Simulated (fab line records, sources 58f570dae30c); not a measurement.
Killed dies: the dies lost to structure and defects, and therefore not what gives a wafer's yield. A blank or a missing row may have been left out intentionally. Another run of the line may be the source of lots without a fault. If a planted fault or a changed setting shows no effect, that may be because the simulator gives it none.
8D (eight disciplines) problem report, filled in by code    flow berkeley cmos170    the parts of the form that need people (team, actions taken, sign-off) are left out

1. THE ISSUE
On 3 wafers of 1 lot, cd nm at UCB170_CONTACT_CD_MEAS_15 has a mean of 689.6 nm; fault-free wafers read 699.8 nm, standard deviation 1.5. That is -6.8 standard deviations from the usual mean.
The step: target cd 700 nm.
First observed at day 11 06:40: wafer L865.3, on cd sem-01. The record holds 39 wafers of 13 lots with a number at this step. By rule, "out" or "out of limits" means more than 4 standard deviations away from the usual mean. The rest of the wafers with a number are treated as sound.

2. WHAT IT IS, AND WHAT IT ISN'T
question                     is                      is not
which readings at this step  cd nm                   -
which lots                   L865                    L850, L851, L852, L853, L854, L855, L856, L859, L860, L864, L871, L873
which wafers of those lots   all that have a number  -
read on which gauges         cd sem-01               cd sem-02
when                         from day 11 06:40       up to then (30 sound wafers); but 6 sound wafers of L871, L873 came after

3. SUSPECTS, AND WHAT RULES EACH OUT
Counting: a tool at a process step up to the reading stays a suspect if it ran every lot that is out and no sound lot after the first of them.
- the gauge at UCB170_CONTACT_CD_MEAS_15: kept. All the wafers that are out were read on cd sem-01, and no step on other tools shows them out.
- rtp anneal-02 at UCB170_CONTACT_RTA_08 (time 10 s): kept. It ran the lot that is out, L865 (day 11 04:46), and no sound lot after that; its last sound lot up to then is L859 (day 9 23:30).
What counting leaves: rtp anneal-02 at UCB170_CONTACT_RTA_08 and cd sem-01 at UCB170_CONTACT_CD_MEAS_15.

4. THE CAUSE (what the simulator had put in)
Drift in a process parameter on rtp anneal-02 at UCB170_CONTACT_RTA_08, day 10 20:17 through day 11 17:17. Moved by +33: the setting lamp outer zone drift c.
After counting, 2 suspects remain, this tool included.

5. THE CHAIN OF EFFECTS, in route order
Rows list readings where the struck wafers' mean (over those with a number) sits beyond 3 standard deviations from the usual. Only readings whose record carries a usual standard deviation are examined. hours: median over the lots of the time between each lot's start at the first step of this table that gives one and its start at this step. sigmas: the change, counted in usual standard deviations.
hours  step                       reading  usual     on struck wafers  change  sigmas
0      UCB170_CONTACT_CD_MEAS_15  cd nm    699.8 nm  689.6             -10.2   -6.8
Later steps that measure or inspect, where all struck wafers having a row at the step show a number for every such reading and not one has moved that far: UCB170_V1_THK_MEAS_04.

6. WHAT WOULD HAVE CAUGHT IT SOONER
In this record the first reading out of limits at a measuring or inspecting step was taken at day 11 06:40, 10 hours after the fault began at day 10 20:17.
Of the tool readings at UCB170_CONTACT_RTA_08 for which the record gives a usual standard deviation, none was out on any struck wafer, so an alarm limit of 4 standard deviations on them would not have fired.
By day 11 06:40, every lot that is out (1) had started UCB170_CONTACT_RTA_08 on rtp anneal-02. None of them would have been spared by holding the tool at that moment.
